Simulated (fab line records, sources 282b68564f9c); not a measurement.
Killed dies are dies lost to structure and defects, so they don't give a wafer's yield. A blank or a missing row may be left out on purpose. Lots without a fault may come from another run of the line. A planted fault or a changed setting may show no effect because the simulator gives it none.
fab line records | flow rit_cmos
record lots=6 wafers=18 last_day=7
route steps=202 shown NWELL@29 PWELL@39 M1@202
lots that met no fault: from a run of the same line without faults
start_h: hours from the record's first day to the start of the lot's first wafer shown | wait_h: hours since the lot's step before | " the same as in the row above | L1.1+2: a row that stands for several wafers | - no value, or no start given | * or withheld: withheld | < > ~ a bound
route shown NAME@n: a module of which the file shows steps, and the number in the route of the first | usual: mean/standard deviation of fault-free wafers | same: alike in all rows | chamber/n: place in a boat | sites: the reading at each site | _std_site: their standard deviation | _edge_site: outer sites' mean less inner sites' | radius_mm: how far each site lies from the wafer's centre | mask NAME#n: copy n | behind: the tool/chamber that last shaped the wafer | hold: why the lot was held/for how many hours/how that ended | device: the transistor (n, p or np) that didn't switch | end of line: the same wafers' tests at the end of the route | a step without rows: its recipe alone | killed: dies lost to structure and defects at the first sort, not the wafer's yield | map: a wafer's dies, x killed, . not, _ none there
set.NAME: the setting as run; set.NAME@STEP: as run at that earlier step | model.NAME: the simulator's own value behind a step, which no gauge read
lots at some steps of the route; a table a step, a row a wafer
services: from which hour (start_h, from the record's first day; less than 0 if before it) a tool's chamber was out of use, for how many hours, and why
## steps
# step RIT_NWELL_COAT_01
# recipe resist=NOVOLAK spin_rpm=2000 resist_thk_nm=1300
# step RIT_NWELL_SOFTBAKE_02
# recipe resist=NOVOLAK temp_c=90 time_s=60
# step RIT_NWELL_EXPOSE_03
# recipe mask_id=M2 na=0.57 target_cd_nm=43900 dose_mj=250
# step RIT_NWELL_PEB_04
# recipe resist=NOVOLAK temp_c=withheld time_s=withheld
# step RIT_NWELL_DEVELOP_05
# recipe resist=NOVOLAK develop_time_s=68 dev_temp_c=23
# step RIT_NWELL_OVL_MEAS_06
# usual NWELL_OVL=0.7/1.4
# columns lot.wafer tool chamber start_h wait_h NWELL_OVL[nm]
L993.2 overlay-01 - 63.01 - 2.1
L993.3 " - " " 1.7
L993.4 " - " " 3.7
L998.1 overlay-02 - 83.20 - -0.8
L998.2 " - " " 1.1
L998.6 " - " " -0.3
L100.3 overlay-02 - 94.34 - 1.0
L100.4 " - " " 0.7
L100.6 " - " " 0.9
L101.2 overlay-02 - 100.37 - -0.5
L101.3 " - " " -1.8
L101.6 " - " " -1.0
L105.3 overlay-02 - 117.19 - 0.1
L105.4 " - " " -2.0
L105.6 " - " " -0.5
L109.1 overlay-01 - 137.02 - 0.6
L109.5 " - " " -0.1
L109.6 " - " " -0.2
# step RIT_NWELL_HARDBAKE_07
# recipe resist=NOVOLAK temp_c=140 time_s=120
# step RIT_NWELL_IMPLANT_08
# recipe species=P energy_kev=170 dose_cm2=5e+13 tilt_deg=7
# step RIT_NWELL_STRIP_09
# recipe chemistry=O2 time_s=180 resist=NOVOLAK platen_temp_c=withheld power_w=500 pressure_mtorr=4000 o2_flow_sccm=4000
# usual drypump_motor_current_A=5.9/0.48
# columns lot.wafer tool chamber start_h wait_h drypump_motor_current_A rf_hours_counter_h
L993.2 plasma_asher-02 0 63.44 0.1 6.4 43
L993.3 " 1 " " 6.5 -
L993.4 " 0 " " 6.4 -
L998.1 plasma_asher-04 0 83.63 0.1 5.8 39
L998.2 " 1 " " 5.6 39
L998.6 " 0 " " 5.9 -
L100.3 plasma_asher-04 0 94.82 0.1 5.8 -
L100.4 " 1 " " 5.6 -
L100.6 " 0 " " 5.8 -
L101.2 plasma_asher-01 0 100.89 0.1 6.2 32
L101.3 " 1 " " 5.2 -
L101.6 " 1 " " 5.2 -
L105.3 plasma_asher-04 0 117.67 0.1 5.9 -
L105.4 " 1 " " 5.6 -
L105.6 " 0 " " 5.8 -
L109.1 plasma_asher-01 0 137.45 0.1 6.2 36
L109.5 " 0 " " 6.2 -
L109.6 " 1 " " 5.2 -
# step RIT_NWELL_TW_MEAS_10
# usual NWELL_TW=2143/19
# columns lot.wafer tool chamber start_h wait_h NWELL_TW
L993.2 film_metro-01 - 63.62 0.1 2151
L993.3 " - " " 2151
L993.4 " - " " 2151
L998.1 film_metro-01 - 83.81 0.1 2154
L998.2 " - " " 2156
L998.6 " - " " 2147
L100.3 film_metro-03 - 94.96 0.1 2153
L100.4 " - " " 2164
L100.6 " - " " 2166
L101.2 film_metro-04 - 101.07 0.1 2109
L101.3 " - " " 2117
L101.6 " - " " 2120
L105.3 film_metro-04 - 117.81 0.1 2118
L105.4 " - " " 2127
L105.6 " - " " 2103
L109.1 film_metro-03 - 137.63 0.1 2170
L109.5 " - " " 2163
L109.6 " - " " 2167
# step RIT_PWELL_HMDS_00
# recipe prime_time_s=60 prime_temp_c=140
# step RIT_PWELL_COAT_01
# recipe resist=NOVOLAK spin_rpm=2000 resist_thk_nm=1300
# step RIT_PWELL_SOFTBAKE_02
# recipe resist=NOVOLAK temp_c=90 time_s=60
# usual heater_power_total_W=34.56/0.054 run_length_s=89.07/0.12
# columns lot.wafer tool chamber start_h wait_h heater_power_total_W run_length_s
L993.2 litho_track-04 0 64.00 0.1 34.52 88.88
L993.3 " 0 " " 34.67 89.09
L993.4 " 0 " " 34.54 89.00
L998.1 litho_track-04 0 84.17 0.1 34.63 88.93
L998.2 " 0 " " 34.62 89.07
L998.6 " 0 " " 34.58 89.22
L100.3 litho_track-04 0 95.35 0.1 35.60 82.84
L100.4 " 0 " " 35.72 83.24
L100.6 " 0 " " 35.56 83.05
L101.2 litho_track-04 0 101.45 0.1 35.65 83.05
L101.3 " 0 " " 35.62 82.91
L101.6 " 0 " " 35.63 83.05
L105.3 litho_track-02 0 118.27 0.1 34.54 89.21
L105.4 " 0 " " 34.64 89.15
L105.6 " 0 " " 34.64 88.95
L109.1 litho_track-01 0 137.99 0.1 34.58 89.00
L109.5 " 0 " " 34.59 89.31
L109.6 " 0 " " 34.61 89.22
# step RIT_PWELL_EXPOSE_03
# recipe mask_id=M3 na=0.57 target_cd_nm=43700 dose_mj=250
# step RIT_M1_PROBE_99
# usual killed_at_contacts=0.1/0.24 killed_at_front_end=7/3.2 killed_dies=7/3.2 killed_open=3.4/2 killed_short=3.5/2.2
# same gross_dies=264 killed_at_M0_to_M3=0 killed_at_M4_up=0 killed_at_back_side=0 killed_at_other=0
# columns lot.wafer tool chamber start_h wait_h killed_at_contacts killed_at_front_end killed_dies killed_open killed_short
L993.2 prober-01 - 103.32 0.1 0 8 8 3 5
L993.3 prober-01 - 103.37 0.2 1 11 12 7 5
L993.4 prober-01 - 103.42 0.2 0 14 14 5 9
L998.1 prober-02 - 123.39 0.1 0 0 0 0 0
L998.2 prober-02 - 123.44 0.1 0 4 4 2 2
L998.6 prober-02 - 123.64 0.2 0 8 8 7 1
L100.3 prober-02 - 134.31 0.2 0 4 4 1 3
L100.4 prober-02 - 134.36 0.2 1 4 5 2 3
L100.6 prober-02 - 134.46 0.2 0 9 9 5 4
L101.2 prober-01 - 142.16 0.1 0 8 8 5 3
L101.3 prober-01 - 142.21 0.2 0 2 2 1 1
L101.6 prober-01 - 142.36 0.2 0 3 3 2 1
L105.3 prober-01 - 157.54 0.2 0 6 6 5 1
L105.4 prober-01 - 157.59 0.2 0 6 6 6 0
L105.6 prober-01 - 157.69 0.2 0 4 4 2 2
L109.1 prober-01 - 179.50 0.1 0 5 5 1 4
L109.5 prober-01 - 179.70 0.2 0 6 6 6 0
L109.6 prober-01 - 179.75 0.2 0 2 2 1 1
# killed by level:class
L993.2 GATE:geometric_particle:short=3 GATE:geometric_particle:open=1 REOX:geometric_particle:short=1 REOX:geometric_particle:open=1 SPACER:geometric_particle:short=1 SILICIDE:geometric_particle:open=1
L993.3 GATE:geometric_particle:open=2 REOX:geometric_particle:open=2 SPACER:geometric_particle:open=2 SPACER:geometric_particle:short=2 FOX1:geometric_particle:short=1 REOX:geometric_particle:short=1 SILICIDE:geometric_particle:open=1 CONTACT:geometric_particle:short=1
L993.4 GATE:geometric_particle:short=4 FOX1:geometric_particle:short=3 GATE:geometric_particle:open=3 FOX1:geometric_particle:open=1 REOX:geometric_particle:open=1 REOX:geometric_particle:short=1 SILICIDE:geometric_particle:short=1
L998.1
L998.2 FOX2:geometric_particle:open=2 GATE:geometric_particle:short=1 SILICIDE:geometric_particle:short=1
L998.6 SILICIDE:geometric_particle:open=3 REOX:geometric_particle:open=2 GATE:geometric_particle:open=1 SPACER:geometric_particle:short=1 SPACER:geometric_particle:open=1
L100.3 SILICIDE:geometric_particle:short=2 FOX2:geometric_particle:open=1 GATE:geometric_particle:short=1
L100.4 FOX2:geometric_particle:short=1 GATE:geometric_particle:short=1 SPACER:geometric_particle:short=1 SILICIDE:geometric_particle:open=1 CONTACT:geometric_particle:open=1
L100.6 FOX2:geometric_particle:open=2 GATE:geometric_particle:short=2 FOX1:geometric_particle:short=1 FOX1:geometric_particle:open=1 SPACER:geometric_particle:open=1 SPACER:geometric_particle:short=1 SILICIDE:geometric_particle:open=1
L101.2 GATE:geometric_particle:short=2 SPACER:geometric_particle:open=2 GATE:geometric_particle:open=1 REOX:geometric_particle:short=1 REOX:geometric_particle:open=1 SILICIDE:geometric_particle:open=1
L101.3 GATE:geometric_particle:short=1 SILICIDE:geometric_particle:open=1
L101.6 REOX:geometric_particle:open=1 SPACER:geometric_particle:open=1 SILICIDE:geometric_particle:short=1
L105.3 SILICIDE:geometric_particle:open=3 FOX1:geometric_particle:short=1 GATE:geometric_particle:open=1 REOX:geometric_particle:open=1
L105.4 FOX1:geometric_particle:open=2 GATE:geometric_particle:open=2 FOX2:geometric_particle:open=1 SPACER:geometric_particle:open=1
L105.6 FOX1:geometric_particle:short=1 FOX2:geometric_particle:open=1 GATE:geometric_particle:short=1 REOX:geometric_particle:open=1
L109.1 FOX1:geometric_particle:open=1 FOX2:geometric_particle:short=1 GATE:geometric_particle:short=1 SPACER:geometric_particle:short=1 SILICIDE:geometric_particle:short=1
L109.5 SPACER:geometric_particle:open=2 FOX1:geometric_particle:open=1 FOX2:geometric_particle:open=1 GATE:geometric_particle:open=1 REOX:geometric_particle:open=1
L109.6 GATE:geometric_particle:open=1 GATE:geometric_particle:short=1
## services
# columns tool chamber start_h hours kind
plasma_asher-04 - 46.63 28.1 pm
plasma_asher-04 - 86.48 2.8 pm
plasma_asher-02 - 108.75 9.0 pm
plasma_asher-02 0 108.75 9.0 vent_cycle
plasma_asher-02 1 108.75 9.0 vent_cycle
plasma_asher-01 - 114.96 0.6 repair
plasma_asher-02 0 117.75 - clean
plasma_asher-02 1 117.75 - clean
## key
first_sign step=RIT_PWELL_SOFTBAKE_02 reading=run_length_s direction=down sigmas=52 usual=* struck=*
effect step=RIT_PWELL_SOFTBAKE_02 reading=heater_power_total_W direction=up sigmas=20 usual=34.56 struck=35.63
met_at RIT_PWELL_SOFTBAKE_02
struck_wafers L100.3,L100.4,L100.6,L101.2,L101.3,L101.6
tester_left_out L100,L101
onset_between 84.17 95.35
fault kind=process_parameter_drift tool=litho_track-04 chamber=- onset_h=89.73 steps=RIT_PWELL_SOFTBAKE_02 channel=time_s offset=* shape=step end_h=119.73 acts_in=* stated=*
# tester_left_out: of these lots the tester's yield and bins aren't shown, on N5 and GAA mostly nor the transistor test; their killed dies are dies lost to structure and defects alone, not to doping, threshold or leakage, so they don't give the yield
